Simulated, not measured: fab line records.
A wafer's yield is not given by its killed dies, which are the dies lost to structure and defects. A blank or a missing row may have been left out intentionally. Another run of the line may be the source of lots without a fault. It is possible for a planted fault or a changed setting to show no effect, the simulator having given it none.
Which of the tools did it? :: flow rit cmos :: 6 lots, 18 wafers sampled, at 1 step of a route of 202

WHAT EACH GAUGE READ, for each wafer
RIT_ACTIVE_CD_MEAS_90: target cd 1400 nm.
lot: L180
measured: day 2 01:13
on: cd sem-02
cd nm (nm): 1397.8 1397.6 1399.2

lot: L183
measured: day 2 16:10
on: cd sem-02
cd nm (nm): 1399.4 1401.5 1399.9

lot: L187
measured: day 3 12:04
on: cd sem-01
cd nm (nm): 1397.3 1397.8 1398.9

lot: L192
measured: day 4 13:08
on: cd sem-01
cd nm (nm): 1401.5 1400.0 1403.6

lot: L195
measured: day 5 04:10
on: cd sem-01
cd nm (nm): 1397.6 1397.2 1399.2

lot: L199
measured: day 6 00:01
on: cd sem-02
cd nm (nm): 1403.6 1401.0 1402.1

TOOL THAT RAN EACH LOT (tool first, then ch and the chambers of the sampled wafers, then the start)
The record shows no process step preceding these readings.

THE ANSWER, worked out from the rows above alone
Rule: what is usual is taken from the lots themselves. The widest of any qualifying gaps counts: lots, ordered by their means at a reading, are off when they make up no more than a third of the lots, leave a main group of 4 or more, and stand apart from it by 3 or more times the standard deviation of that group's means. Not used: any main group whose means are identical at the precision the tables above print for the reading. Also off: a lot with no number at a reading for which 4 or more lots have one. Any other lot the step has rows for is counted as sound.
None of the lots is off at any reading shown; this tells nothing.

WHAT THE SIMULATOR HAD PUT IN
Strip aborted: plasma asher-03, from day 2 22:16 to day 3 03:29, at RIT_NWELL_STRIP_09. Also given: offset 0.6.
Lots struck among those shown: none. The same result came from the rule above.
